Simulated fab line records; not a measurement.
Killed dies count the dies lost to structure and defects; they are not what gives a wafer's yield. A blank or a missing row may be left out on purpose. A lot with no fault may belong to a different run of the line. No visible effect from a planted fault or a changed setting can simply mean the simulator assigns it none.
Chamber matching / flow berkeley cmos170 / rie diel-01 running UCB170_NWELL_ETCH_13: 4 sister chambers
The step etches Si3N4 in CH3F/Ar/O2, stops on SiO2, target depth 246.4 nm, time 154 s. 8 wafers are shown with their chamber, then 8 later ones without.

## WAFERS PAIRED WITH THEIR CHAMBERS
wafer=L174.3; chamber=2; throttle valve pct (%)=8.09; oes product au (a.u.)=0.925
wafer=L175.2; chamber=1; throttle valve pct (%)=8.07; oes product au (a.u.)=0.933
wafer=L175.4; chamber=0; throttle valve pct (%)=8.07; oes product au (a.u.)=0.925
wafer=L175.5; chamber=1; throttle valve pct (%)=8.06; oes product au (a.u.)=0.935
wafer=L177.1; chamber=0; throttle valve pct (%)=8.09; oes product au (a.u.)=0.936
wafer=L177.4; chamber=2; throttle valve pct (%)=8.08; oes product au (a.u.)=0.933
wafer=L177.6; chamber=3; throttle valve pct (%)=7.78; oes product au (a.u.)=0.945
wafer=L186.1; chamber=3; throttle valve pct (%)=7.80; oes product au (a.u.)=0.934

## WAFERS WITHOUT THEIR CHAMBER
wafer=L186.5; throttle valve pct (%)=8.07; oes product au (a.u.)=0.930
wafer=L186.6; throttle valve pct (%)=8.09; oes product au (a.u.)=0.943
wafer=L188.2; throttle valve pct (%)=8.06; oes product au (a.u.)=0.919
wafer=L188.4; throttle valve pct (%)=7.78; oes product au (a.u.)=0.948
wafer=L188.6; throttle valve pct (%)=7.80; oes product au (a.u.)=0.941
wafer=L191.3; throttle valve pct (%)=8.09; oes product au (a.u.)=0.918
wafer=L191.5; throttle valve pct (%)=8.08; oes product au (a.u.)=0.911
wafer=L191.6; throttle valve pct (%)=7.79; oes product au (a.u.)=0.934

## WHICH CHAMBER EACH WENT THROUGH
wafer=L186.5; from the rows above=can't be placed: 1 or 0 or 2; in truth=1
wafer=L186.6; from the rows above=can't be placed: 0 or 2 or 1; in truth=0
wafer=L188.2; from the rows above=can't be placed: 1 or 0 or 2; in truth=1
wafer=L188.4; from the rows above=3; in truth=3
wafer=L188.6; from the rows above=3; in truth=3
wafer=L191.3; from the rows above=can't be placed: 2 or 0 or 1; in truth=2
wafer=L191.5; from the rows above=can't be placed: 2 or 0 or 1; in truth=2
wafer=L191.6; from the rows above=3; in truth=3
Placed correctly: 3 of 8. Unplaceable from these rows: 5, with the true chamber sitting among the candidates in 5. Placed wrongly: 0.
How it was worked out, from the rows above alone: a wafer's distance from a chamber is the root of the sum, over the readings, of the square of ((its reading less the chamber's mean) divided by the reading's scatter). The wafer belongs to the nearest chamber; if the next one is less than 2 further off, it can't be placed. A chamber's mean is the mean of its shown wafers. The scatter: the root of (the sum of the squares of (reading less its chamber's mean) over the shown wafers, divided by (wafers less chambers)).
